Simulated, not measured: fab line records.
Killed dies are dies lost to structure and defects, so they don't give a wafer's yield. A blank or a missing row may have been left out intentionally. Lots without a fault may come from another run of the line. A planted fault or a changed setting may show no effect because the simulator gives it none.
fab line records	flow berkeley_cmos170
record: lots: 5	wafers: 23
route steps=331 shown PLDD@148 NLDD@161 SPACER@171 NSD@195 BACKSIDE@199 SDANNEAL@205 SILICIDE@211 CONTACT@217
start_h: the number of hours between the record's first day and the start of the first shown wafer of the lot	wait_h: time in hours since the lot's previous step	" the same as in the row above	L1.1+2: a single row standing in for several wafers	- no value, or no start was given	* or withheld: withheld	< > ~ a bound
route shown NAME@n: NAME is a module with steps in the file, n the number in the route of the first one	usual: average and standard deviation across the fault-free wafers	same: alike in all rows	chamber/n: place in a boat	sites: readings site by site	_std_site: how widely they spread, as a standard deviation	_edge_site: the outer-site mean with the inner-site mean subtracted	radius_mm: for every site, how far away it sits from the centre of the wafer	mask NAME#n: copy n	behind: tool/chamber where the wafer was last shaped	hold: the reason the lot was held/the length of the hold in hours/how it ended	device: transistor that didn't switch, given as n, p or np	end of line: tests of these same wafers at the route's end	for a step that has no rows: nothing shown but its recipe	killed: dies that structure and defects cost at the first sort, which is not the same as the wafer's yield	map: dies across one wafer; x = killed, . = not, _ = none there
set.NAME: setting as actually run; set.NAME@STEP: the setting as run at that earlier step	model.NAME: the simulator's own value behind a step, which no gauge read
lots with deliberately changed settings; one table per step, one row per wafer
== steps ==
step: UCB170_PLDD_EXPOSE_03
recipe: mask_id: PSELECT	na: 0.5	sigma_outer: 0.6	source_shape: conventional	target_cd_nm: 1200	dose_mj: 30
lot.wafer	tool	chamber	start_h	wait_h	mask	set.dose_mj
L074.2+3+5	krf_scanner-01	0	145.04	0.1	PSELECT#0	30
L074.4+6	"	0	"	"	PSELECT#0	30.97
L076.1+4+5	krf_scanner-02	0	156.03	0.3	PSELECT#0	30
L076.2+3	"	0	"	"	PSELECT#0	31.55
L079.3+4+6	krf_scanner-01	0	168.89	0.2	PSELECT#0	30
L078.1+5	krf_scanner-01	0	168.97	0.1	PSELECT#0	30
L078.3+4+6	"	0	"	"	PSELECT#0	28.06
L084.2+6	krf_scanner-02	0	205.82	0.1	PSELECT#0	30
L084.3+4+5	"	0	"	"	PSELECT#0	28.07
step: UCB170_PLDD_PEB_04
recipe: peb_temp_c: 130	peb_time_s: withheld	resist: KrF
step: UCB170_PLDD_DEVELOP_05
recipe: developer: TMAH	develop_time_s: 45	resist: KrF	dev_temp_c: 21
step: UCB170_PLDD_CD_MEAS_06
recipe: target_cd_nm: 1200
usual: cd_nm: 1199.5/1.9
lot.wafer	tool	chamber	start_h	wait_h	set.dose_mj@PLDD_EXPOSE_03	cd_nm
L074.2	cd_sem-02	-	145.44	-	30	1198.2
L074.3	"	-	"	"	30	1196.0
L074.4	"	-	"	"	30.97	1202.7
L074.5	"	-	"	"	30	1196.7
L074.6	"	-	"	"	30.97	1202.1
L076.1	cd_sem-01	-	156.73	-	30	1199.3
L076.2	"	-	"	"	31.55	1209.1
L076.3	"	-	"	"	31.55	1208.9
L076.4	"	-	"	"	30	1201.7
L076.5	"	-	"	"	30	1199.1
L079.3	cd_sem-01	-	169.49	-	30	1202.3
L079.4	"	-	"	"	30	1202.1
L079.6	"	-	"	"	30	1200.2
L078.1	cd_sem-02	-	169.67	-	30	1196.7
L078.3	"	-	"	"	28.06	1183.5
L078.4	"	-	"	"	28.06	1183.8
L078.5	"	-	"	"	30	1196.1
L078.6	"	-	"	"	28.06	1186.2
L084.2	cd_sem-02	-	206.31	-	30	1201.9
L084.3	"	-	"	"	28.07	1191.4
L084.4	"	-	"	"	28.07	1191.3
L084.5	"	-	"	"	28.07	1190.2
L084.6	"	-	"	"	30	1202.4
step: UCB170_NLDD_EXPOSE_03
recipe: mask_id: NSELECT	na: 0.5	sigma_outer: 0.6	source_shape: conventional	target_cd_nm: 1200	dose_mj: 30
lot.wafer	tool	chamber	start_h	wait_h	mask	set.dose_mj
L074.2+3+4+5+6	krf_scanner-02	0	146.82	0.2	NSELECT#0	30
L076.1+5	krf_scanner-02	0	158.06	0.1	NSELECT#0	30
L076.2+3+4	"	0	"	"	NSELECT#0	29.32
L079.3+4+6	krf_scanner-01	0	170.98	0.2	NSELECT#0	30
L078.1+4	krf_scanner-01	0	171.05	0.3	NSELECT#0	30.74
L078.3+5+6	"	0	"	"	NSELECT#0	30
L084.2+3+5	krf_scanner-01	0	207.55	0.1	NSELECT#0	30
L084.4+6	"	0	"	"	NSELECT#0	31.14
step: UCB170_NLDD_PEB_04
recipe: peb_temp_c: 130	peb_time_s: withheld	resist: KrF
step: UCB170_NLDD_DEVELOP_05
recipe: developer: TMAH	develop_time_s: 45	resist: KrF	dev_temp_c: 21
step: UCB170_NLDD_CD_MEAS_06
recipe: target_cd_nm: 1200
usual: cd_nm: 1200.3/1.3
lot.wafer	tool	chamber	start_h	wait_h	set.dose_mj@NLDD_EXPOSE_03	cd_nm
L074.2	cd_sem-01	-	147.21	-	30	1197.8
L074.3	"	-	"	"	30	1199.3
L074.4	"	-	"	"	30	1199.3
L074.5	"	-	"	"	30	1199.0
L074.6	"	-	"	"	30	1199.9
L076.1	cd_sem-02	-	158.79	-	30	1201.2
L076.2	"	-	"	"	29.32	1197.1
L076.3	"	-	"	"	29.32	1197.9
L076.4	"	-	"	"	29.32	1198.6
L076.5	"	-	"	"	30	1201.4
L079.3	cd_sem-01	-	171.37	-	30	1200.8
L079.4	"	-	"	"	30	1200.6
L079.6	"	-	"	"	30	1200.7
L078.1	cd_sem-02	-	171.45	-	30.74	1206.8
L078.3	"	-	"	"	30	1202.5
L078.4	"	-	"	"	30.74	1207.0
L078.5	"	-	"	"	30	1201.3
L078.6	"	-	"	"	30	1202.3
L084.2	cd_sem-01	-	208.11	-	30	1198.7
L084.3	"	-	"	"	30	1199.0
L084.4	"	-	"	"	31.14	1205.2
L084.5	"	-	"	"	30	1200.6
L084.6	"	-	"	"	31.14	1207.6
step: UCB170_SPACER_CVD_00
recipe: material: SiO2	target_thk_nm: 376	temp_c: 390	precursor: TEOS/O2	time_s: 47	rf_w: 550	pressure_mtorr: 9000
lot.wafer	tool	chamber	start_h	wait_h	set.time_s	model.SiO2_of_SPACER_CVD_00.thk_nm
L074.2	pecvd-04	0	147.98	0.0	42.73	337.8
L074.3	"	1	"	"	47	375.7
L074.4	"	1	"	"	42.73	344.8
L074.5	"	2	"	"	47	378.6
L074.6	"	0	"	"	42.73	342.4
L076.1	pecvd-04	1	159.74	0.0	47	373
L076.2	"	2	"	"	47	376.7
L076.3	"	1	"	"	47	379.5
L076.4	"	2	"	"	47	379.9
L076.5	"	2	"	"	47	382.4
L079.3	pecvd-04	1	172.14	0.0	47	375.8
L079.4	"	2	"	"	47	378.6
L079.6	"	2	"	"	47	378.2
L078.1	pecvd-01	2	172.24	0.0	43.57	344.6
L078.3	"	1	"	"	47	371.1
L078.4	"	1	"	"	43.57	347.9
L078.5	"	2	"	"	47	375.9
L078.6	"	0	"	"	43.57	345.7
L084.2	pecvd-03	0	208.88	0.0	47	368.2
L084.3	"	1	"	"	47	372
L084.4	"	0	"	"	52.87	423.9
L084.5	"	1	"	"	52.87	425.6
L084.6	"	2	"	"	52.87	425.7
step: UCB170_SPACER_THK_MEAS_01
recipe: reads: SiO2_of_SPACER_CVD_00
usual: SPACER_TEOS_THK: 376/4.5
lot.wafer	tool	chamber	start_h	wait_h	set.time_s@SPACER_CVD_00	SPACER_TEOS_THK[nm]
L074.2	film_metro-01	-	148.03	0.0	42.73	338
L074.3	"	-	"	"	47	376
L074.4	"	-	"	"	42.73	345
L074.5	"	-	"	"	47	379
L074.6	"	-	"	"	42.73	342
L076.1	film_metro-03	-	159.82	0.1	47	373
L076.2	"	-	"	"	47	377
L076.3	"	-	"	"	47	379
L076.4	"	-	"	"	47	380
L076.5	"	-	"	"	47	382
L079.3	film_metro-03	-	172.20	0.0	47	376
L079.4	"	-	"	"	47	379
L079.6	"	-	"	"	47	378
L078.1	film_metro-01	-	172.28	0.0	43.57	345
L078.3	"	-	"	"	47	371
L078.4	"	-	"	"	43.57	348
L078.5	"	-	"	"	47	376
L078.6	"	-	"	"	43.57	346
L084.2	film_metro-01	-	208.93	0.0	47	368
L084.3	"	-	"	"	47	372
L084.4	"	-	"	"	52.87	424
L084.5	"	-	"	"	52.87	426
L084.6	"	-	"	"	52.87	426
step: UCB170_SPACER_ETCHBACK_03
recipe: stop_on: Si	target: SiO2	chemistry: CHF3/CF4/Ar	CHF3_flow_sccm: 50	cf4_flow_sccm: 10	Ar_flow_sccm: 120	pressure_mtorr: 200	rf_w: 500	target_depth_a: 3760	time_s: 100
lot.wafer	tool	chamber	start_h	wait_h	set.time_s	set.dose_mj@NLDD_EXPOSE_03	set.time_s@SPACER_CVD_00	model.etch.depth_nm
L074.2+6	rie_diel-03	2,1	154.82	0.0	85.99	30	42.73	-
L074.3	"	1	"	"	100	30	47	-
L074.4	"	2	"	"	100	30	42.73	-
L074.5	"	3	"	"	85.99	30	47	367.4
L076.1	rie_diel-02	1	163.80	0.0	103.8	30	47	-
L076.2	"	0	"	"	103.8	29.32	47	-
L076.3+4	"	3,2	"	"	100	29.32	47	-
L076.5	"	1	"	"	103.8	30	47	382.4
L078.1	rie_diel-04	0	178.72	0.0	100	30.74	43.57	344.6
L078.3	"	2	"	"	100	30	47	371.1
L078.4	"	3	"	"	85.05	30.74	43.57	-
L078.5	"	1	"	"	85.05	30	47	370.6
L078.6	"	2	"	"	85.05	30	43.57	-
L079.3	rie_diel-03	3	178.72	0.0	100	30	47	375.8
L079.4	"	1	"	"	100	30	47	378.6
L079.6	"	0	"	"	100	30	47	378.2
L084.2	rie_diel-03	0	215.41	0.0	100	30	47	-
L084.3	"	2	"	"	89.65	30	47	372
L084.4	"	3	"	"	100	31.14	52.87	-
L084.5	"	3	"	"	100	30	52.87	-
L084.6	"	0	"	"	89.65	31.14	52.87	386.4
step: UCB170_NSD_IMPLANT_08
recipe: species: P	dose_cm2: 3e+15	energy_kev: 40	tilt_deg: 7
lot.wafer	tool	chamber	start_h	wait_h	set.energy_kev	model.implant.rp_nm	model.implant.drp_nm
L074.2+6	implanter-04	0	158.46	0.0	40	49.68	21.16
L074.3+4+5	"	0	"	"	41.25	51.2	21.71
L076.1+2+3+4+5	implanter-01	0	168.40	0.0	40	48.51	21.16
L078.1+4+5	implanter-01	0	183.16	0.0	40	48.85	21.16
L078.3+6	"	0	"	"	37.65	46.03	20.09
L079.3+4+6	implanter-04	0	183.26	0.1	40	47.35	21.16
L084.2+4	implanter-01	0	220.05	0.0	42.17	51.5	22.12
L084.3+5+6	"	0	"	"	40	48.88	21.16
step: UCB170_NSD_STRIP_09
recipe: chemistry: O2	power_w: 400	pressure_mtorr: 3500	platen_temp_c: withheld	o2_flow_sccm: 400	overash_fraction: 0.5
usual: strip_time_to_endpoint_s: 35.87/0.055
lot.wafer	tool	chamber	start_h	wait_h	set.energy_kev@NSD_IMPLANT_08	strip_time_to_endpoint_s
L074.2	plasma_asher-02	0	158.59	0.1	40	35.95
L074.3	"	0	"	"	41.25	36.47
L074.4	"	1	"	"	41.25	36.44
L074.5	"	0	"	"	41.25	36.48
L074.6	"	1	"	"	40	35.96
L076.1	plasma_asher-02	0	168.55	0.1	40	35.93
L076.2	"	1	"	"	40	35.81
L076.3	"	1	"	"	40	35.84
L076.4	"	0	"	"	40	35.88
L076.5	"	0	"	"	40	35.86
L078.1	plasma_asher-04	0	183.31	0.1	40	35.78
L078.3	"	1	"	"	37.65	35.03
L078.4	"	0	"	"	40	35.82
L078.5	"	1	"	"	40	35.81
L078.6	"	0	"	"	37.65	35.00
L079.3	plasma_asher-01	1	183.39	0.1	40	35.85
L079.4	"	0	"	"	40	35.89
L079.6	"	1	"	"	40	35.89
L084.2	plasma_asher-04	1	220.18	0.1	42.17	36.61
L084.3	"	1	"	"	40	35.92
L084.4	"	0	"	"	42.17	36.63
L084.5	"	0	"	"	40	35.89
L084.6	"	1	"	"	40	35.88
step: UCB170_NSD_TW_MEAS_10
usual: NSD_TW: 4199/33
lot.wafer	tool	chamber	start_h	wait_h	set.energy_kev@NSD_IMPLANT_08	NSD_TW
L074.2	film_metro-04	-	158.70	0.1	40	4186
L074.3	"	-	"	"	41.25	4197
L074.4	"	-	"	"	41.25	4178
L074.5	"	-	"	"	41.25	4201
L074.6	"	-	"	"	40	4157
L076.1	film_metro-04	-	168.65	0.1	40	4179
L076.2	"	-	"	"	40	4186
L076.3	"	-	"	"	40	4160
L076.4	"	-	"	"	40	4162
L076.5	"	-	"	"	40	4161
L078.1	film_metro-02	-	183.41	0.1	40	4242
L078.3	"	-	"	"	37.65	4199
L078.4	"	-	"	"	40	4236
L078.5	"	-	"	"	40	4247
L078.6	"	-	"	"	37.65	4177
L079.3	film_metro-03	-	183.48	0.1	40	4163
L079.4	"	-	"	"	40	4168
L079.6	"	-	"	"	40	4173
L084.2	film_metro-02	-	220.29	0.1	42.17	4275
L084.3	"	-	"	"	40	4190
L084.4	"	-	"	"	42.17	4275
L084.5	"	-	"	"	40	4209
L084.6	"	-	"	"	40	4204
step: UCB170_NSD_CLEAN_11
recipe: chemistry: SPM	temp_c: 120	time_s: 600
step: UCB170_BACKSIDE_HMDS_00
recipe: prime_time_s: 60	prime_temp_c: 100
step: UCB170_SDANNEAL_RTA_01
recipe: temp_c: 1050	time_s: 5	ambient: N2
step: UCB170_SDANNEAL_RS_MEAS_03
recipe: thk_meas_gauge: four-point-probe
usual: NSD_RS: 37.25/0.064
lot.wafer	tool	chamber	start_h	wait_h	set.energy_kev@NSD_IMPLANT_08	NSD_RS[ohm/sq]
L074.2	film_metro-03	-	160.39	0.1	40	37.21
L074.3	"	-	"	"	41.25	36.78
L074.4	"	-	"	"	41.25	36.91
L074.5	"	-	"	"	41.25	36.88
L074.6	"	-	"	"	40	37.15
L076.1	film_metro-02	-	170.09	0.1	40	37.15
L076.2	"	-	"	"	40	37.30
L076.3	"	-	"	"	40	37.35
L076.4	"	-	"	"	40	37.21
L076.5	"	-	"	"	40	37.23
L078.1	film_metro-02	-	185.10	0.1	40	37.32
L078.3	"	-	"	"	37.65	38.01
L078.4	"	-	"	"	40	37.25
L078.5	"	-	"	"	40	37.29
L078.6	"	-	"	"	37.65	38.01
L079.3	film_metro-03	-	185.28	0.1	40	37.18
L079.4	"	-	"	"	40	37.26
L079.6	"	-	"	"	40	37.18
L084.2	film_metro-02	-	221.96	0.1	42.17	36.70
L084.3	"	-	"	"	40	37.19
L084.4	"	-	"	"	42.17	36.62
L084.5	"	-	"	"	40	37.24
L084.6	"	-	"	"	40	37.24
step: UCB170_SILICIDE_SPUTTER_01
recipe: material: Ti	target_thk_nm: 30	time_s: 25	power_w: 1500	chamber_pressure_pa: 0.5
lot.wafer	tool	chamber	start_h	wait_h	set.power_w	model.Ti_of_SILICIDE_SPUTTER_01.thk_nm
L074.2	pvd_sputter-02	-	160.80	0.0	1554	31.41
L074.3	"	-	"	"	1554	30.92
L074.4	"	-	"	"	1500	29.93
L074.5	"	-	"	"	1500	29.83
L074.6	"	-	"	"	1500	29.99
L076.1	pvd_sputter-03	-	170.52	0.0	1500	29.79
L076.2	"	-	"	"	1500	29.78
L076.3+4	"	-	"	"	1500	29.69
L076.5	"	-	"	"	1500	29.75
L078.1	pvd_sputter-03	-	185.53	0.0	1500	29.58
L078.3	"	-	"	"	1668	33.05
L078.4	"	-	"	"	1668	33.12
L078.5	"	-	"	"	1668	33
L078.6	"	-	"	"	1500	30.04
L079.3	pvd_sputter-02	-	185.67	0.0	1500	30.1
L079.4	"	-	"	"	1500	30.19
L079.6	"	-	"	"	1500	30.34
L084.2	pvd_sputter-03	-	222.36	0.0	1329	26.53
L084.3	"	-	"	"	1329	26.9
L084.4	"	-	"	"	1329	26.72
L084.5	"	-	"	"	1500	30.25
L084.6	"	-	"	"	1500	30.37
step: UCB170_SILICIDE_RS_MEAS_02
recipe: thk_meas_gauge: four-point-probe	reads: Ti_of_SILICIDE_SPUTTER_01
usual: SILICIDE_TI_RS: 26.15/0.25
lot.wafer	tool	chamber	start_h	wait_h	set.power_w@SILICIDE_SPUTTER_01	SILICIDE_TI_RS[ohm/sq]
L074.2	film_metro-01	-	160.85	0.0	1554	24.76
L074.3	"	-	"	"	1554	25.24
L074.4	"	-	"	"	1500	26.22
L074.5	"	-	"	"	1500	26.31
L074.6	"	-	"	"	1500	26.07
L076.1	film_metro-03	-	170.55	0.0	1500	26.30
L076.2	"	-	"	"	1500	26.34
L076.3	"	-	"	"	1500	26.40
L076.4	"	-	"	"	1500	26.44
L076.5	"	-	"	"	1500	26.35
L078.1	film_metro-04	-	185.56	0.0	1500	26.58
L078.3	"	-	"	"	1668	23.35
L078.4	"	-	"	"	1668	23.29
L078.5	"	-	"	"	1668	23.38
L078.6	"	-	"	"	1500	26.11
L079.3	film_metro-01	-	185.74	0.1	1500	26.01
L079.4	"	-	"	"	1500	25.91
L079.6	"	-	"	"	1500	25.75
L084.2	film_metro-04	-	222.41	0.0	1329	30.20
L084.3	"	-	"	"	1329	29.74
L084.4	"	-	"	"	1329	30.05
L084.5	"	-	"	"	1500	25.91
L084.6	"	-	"	"	1500	25.77
step: UCB170_SILICIDE_THK_MEAS_03
recipe: thk_meas_gauge: xrf	reads: Ti_of_SILICIDE_SPUTTER_01
usual: SILICIDE_TI_THK: 30.26/0.28
lot.wafer	tool	chamber	start_h	wait_h	set.power_w@SILICIDE_SPUTTER_01	SILICIDE_TI_THK[nm]
L074.2	film_metro-01	-	160.96	0.1	1554	31.93
L074.3	"	-	"	"	1554	31.29
L074.4	"	-	"	"	1500	30.35
L074.5	"	-	"	"	1500	30.37
L074.6	"	-	"	"	1500	30.48
L076.1	film_metro-03	-	170.67	0.1	1500	30.01
L076.2	"	-	"	"	1500	29.92
L076.3	"	-	"	"	1500	29.81
L076.4	"	-	"	"	1500	30.00
L076.5	"	-	"	"	1500	30.06
L078.1	film_metro-04	-	185.68	0.1	1500	29.77
L078.3	"	-	"	"	1668	33.20
L078.4	"	-	"	"	1668	33.03
L078.5	"	-	"	"	1668	33.16
L078.6	"	-	"	"	1500	30.03
L079.3	film_metro-01	-	185.84	0.1	1500	30.46
L079.4	"	-	"	"	1500	30.74
L079.6	"	-	"	"	1500	30.78
L084.2	film_metro-04	-	222.52	0.1	1329	26.57
L084.3	"	-	"	"	1329	27.01
L084.4	"	-	"	"	1329	26.83
L084.5	"	-	"	"	1500	30.31
L084.6	"	-	"	"	1500	30.68
step: UCB170_CONTACT_CVD_01
recipe: material: PSG	target_thk_nm: 700	temp_c: 450	precursor: SiH4/O2/PH3	time_s: 2820	pressure_mtorr: 300	sih4_flow_sccm: 60	o2_flow_sccm: 90	ph3_flow_sccm: 25
lot.wafer	tool	chamber	start_h	wait_h	set.sih4_flow_sccm	model.PSG_of_CONTACT_CVD_01.thk_nm
L074.2	-	-	-	0.6	57.11	692.9
L074.3+4	"	-	"	"	57.11	-
L074.5	"	-	"	"	57.11	696.8
L074.6	"	-	"	"	57.11	695.4
L076.1	-	-	-	0.0	54.88	673.1
L076.2+4	"	-	"	"	54.88	-
L076.3	"	-	"	"	54.88	671.3
L076.5	"	-	"	"	54.88	674
L078.1	-	-	-	0.4	64.36	723.8
L078.3	"	-	"	"	64.36	725.1
L078.4+6	"	-	"	"	64.36	-
L078.5	"	-	"	"	64.36	729
L079.3	lpcvd-01	1	186.38	0.2	60	700.9
L079.4	"	1	"	"	60	706.7
L079.6	"	1	"	"	60	706.9
L084.2+5	-	-	-	0.0	68.27	-
L084.3	"	-	"	"	68.27	738
L084.4	"	-	"	"	68.27	738.9
L084.6	"	-	"	"	68.27	736.5
step: UCB170_CONTACT_THK_MEAS_02
recipe: reads: PSG_of_CONTACT_CVD_01
usual: CONTACT_PSG_THK: 700/5.5
lot.wafer	tool	chamber	start_h	wait_h	set.sih4_flow_sccm@CONTACT_CVD_01	CONTACT_PSG_THK[nm]
L074.2	film_metro-04	-	-	-	57.11	692
L074.3	"	-	"	"	57.11	694
L074.4	"	-	"	"	57.11	695
L074.5	"	-	"	"	57.11	697
L074.6	"	-	"	"	57.11	695
L076.1	film_metro-01	-	-	-	54.88	673
L076.2	"	-	"	"	54.88	675
L076.3	"	-	"	"	54.88	671
L076.4	"	-	"	"	54.88	670
L076.5	"	-	"	"	54.88	674
L078.1	film_metro-01	-	-	-	64.36	724
L078.3	"	-	"	"	64.36	725
L078.4	"	-	"	"	64.36	725
L078.5	"	-	"	"	64.36	729
L078.6	"	-	"	"	64.36	726
L079.3	film_metro-04	-	188.19	0.0	60	701
L079.4	"	-	"	"	60	707
L079.6	"	-	"	"	60	706
L084.2	film_metro-04	-	-	-	68.27	739
L084.3	"	-	"	"	68.27	739
L084.4	"	-	"	"	68.27	739
L084.5	"	-	"	"	68.27	738
L084.6	"	-	"	"	68.27	737
step: UCB170_CONTACT_DEVELOP_14
recipe: developer: TMAH	develop_time_s: 45	resist: KrF	dev_temp_c: 21
lot.wafer	tool	chamber	start_h	wait_h	set.develop_time_s
L074.2+5	litho_track-04	0	-	-	45
L074.3+4+6	"	0	"	"	41.25
L076.1+2	litho_track-01	0	-	-	48.09
L076.3+4+5	"	0	"	"	45
L078.1+5+6	litho_track-01	0	-	-	45
L078.3+4	"	0	"	"	48.56
L079.3+4+6	litho_track-04	0	-	-	45
L084.2+3+5	litho_track-04	0	-	-	45
L084.4+6	"	0	"	"	48
step: UCB170_CONTACT_ETCH_17
recipe: chemistry: N2/H2	target_depth_a: withheld	overetch_a: withheld	target: BARC	time_s: withheld	source_w: 500	bias_w: 100	pressure_mtorr: 30	n2_flow_sccm: 100	h2_flow_sccm: 200
step: UCB170_CONTACT_ETCH_18
recipe: chemistry: CHF3/CF4/Ar	target: PSG	stop_on: TiSi2	CHF3_flow_sccm: 45	cf4_flow_sccm: 15	Ar_flow_sccm: 150	pressure_mtorr: 200	rf_w: 700	target_depth_a: 8400	over_etch_frac: 0.2	time_s: 195
lot.wafer	tool	chamber	start_h	wait_h	set.sih4_flow_sccm@CONTACT_CVD_01	model.etch.depth_nm	model.CONTACT.feature_depth_nm
L074.2	rie_diel-01	1	-	-	57.11	-	692.9
L074.3	"	2	"	"	57.11	-	694.5
L074.4	"	3	"	"	57.11	-	694
L074.5	"	3	"	"	57.11	696.8	696.8
L074.6	"	2	"	"	57.11	-	695.4
L076.1	rie_diel-04	1	-	-	54.88	-	673.1
L076.2	"	3	"	"	54.88	-	674.6
L076.3	"	2	"	"	54.88	-	671.3
L076.4	"	0	"	"	54.88	-	670.8
L076.5	"	1	"	"	54.88	674	674
L078.1	rie_diel-01	1	-	-	64.36	723.8	723.8
L078.3	"	2	"	"	64.36	725.1	725.1
L078.4	"	0	"	"	64.36	-	725.4
L078.5	"	3	"	"	64.36	729	729
L078.6	"	0	"	"	64.36	-	726.2
L079.3	rie_diel-02	3	-	-	60	700.9	700.9
L079.4	"	0	"	"	60	706.7	706.7
L079.6	"	3	"	"	60	706.9	706.9
L084.2	rie_diel-02	2	-	-	68.27	-	738.4
L084.3	"	3	"	"	68.27	738	738
L084.4	"	0	"	"	68.27	-	738.9
L084.5	"	3	"	"	68.27	-	737.5
L084.6	"	0	"	"	68.27	736.5	736.5
== key ==
split: step: UCB170_PLDD_EXPOSE_03	setting: dose_mj	stated: 30	by: wafer
response: step: UCB170_PLDD_CD_MEAS_06	reading: cd_nm	change: +1.77	per: 1%	r: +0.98
split: step: UCB170_NLDD_EXPOSE_03	setting: dose_mj	stated: 30	by: wafer
response: step: UCB170_NLDD_CD_MEAS_06	reading: cd_nm	change: +1.8	per: 1%	r: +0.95
response: step: UCB170_SPACER_ETCHBACK_03	reading: model.etch.depth_nm	slope: -3.81	per: 1%	together_with: time_s@SPACER_CVD_00	explained: 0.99
split: step: UCB170_SPACER_CVD_00	setting: time_s	stated: 47	by: wafer
response: step: UCB170_SPACER_CVD_00	reading: model.SiO2_of_SPACER_CVD_00.thk_nm	change: +4.14	per: 1%	r: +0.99
response: step: UCB170_SPACER_THK_MEAS_01	reading: SPACER_TEOS_THK	change: +4.14	per: 1%	r: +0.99
response: step: UCB170_SPACER_ETCHBACK_03	reading: model.etch.depth_nm	shape: bent	at_lowest: 344.6	at_stated: 374.5	at_highest: 386.4
split: step: UCB170_SPACER_ETCHBACK_03	setting: time_s	stated: 100	by: wafer
response none clear
split: step: UCB170_NSD_IMPLANT_08	setting: energy_kev	stated: 40	by: wafer
response: step: UCB170_NSD_IMPLANT_08	reading: model.implant.rp_nm	change: +0.481	per: 1%	r: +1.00
response: step: UCB170_NSD_IMPLANT_08	reading: model.implant.drp_nm	change: +0.18	per: 1%	r: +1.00
response: step: UCB170_NSD_STRIP_09	reading: strip_time_to_endpoint_s	change: *	per: 1%	r: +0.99
response: step: UCB170_NSD_TW_MEAS_10	reading: NSD_TW	change: +10.6	per: 1%	r: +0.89
response: step: UCB170_SDANNEAL_RS_MEAS_03	reading: NSD_RS	change: -0.112	per: 1%	r: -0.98
split: step: UCB170_SILICIDE_SPUTTER_01	setting: power_w	stated: 1500	by: wafer
response: step: UCB170_SILICIDE_SPUTTER_01	reading: model.Ti_of_SILICIDE_SPUTTER_01.thk_nm	change: +0.305	per: 1%	r: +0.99
response: step: UCB170_SILICIDE_RS_MEAS_02	reading: SILICIDE_TI_RS	change: -0.318	per: 1%	r: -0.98
response: step: UCB170_SILICIDE_THK_MEAS_03	reading: SILICIDE_TI_THK	change: +0.308	per: 1%	r: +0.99
split: step: UCB170_CONTACT_CVD_01	setting: sih4_flow_sccm	stated: 60	by: lot
response: step: UCB170_CONTACT_CVD_01	reading: model.PSG_of_CONTACT_CVD_01.thk_nm	change: +2.78	per: 1%	r: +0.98
response: step: UCB170_CONTACT_THK_MEAS_02	reading: CONTACT_PSG_THK	change: +2.81	per: 1%	r: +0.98
response: step: UCB170_CONTACT_ETCH_18	reading: model.etch.depth_nm	change: +2.64	per: 1%	r: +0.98
response: step: UCB170_CONTACT_ETCH_18	reading: model.CONTACT.feature_depth_nm	change: +2.79	per: 1%	r: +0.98
split: step: UCB170_CONTACT_DEVELOP_14	setting: develop_time_s	stated: 45	by: wafer
response none clear
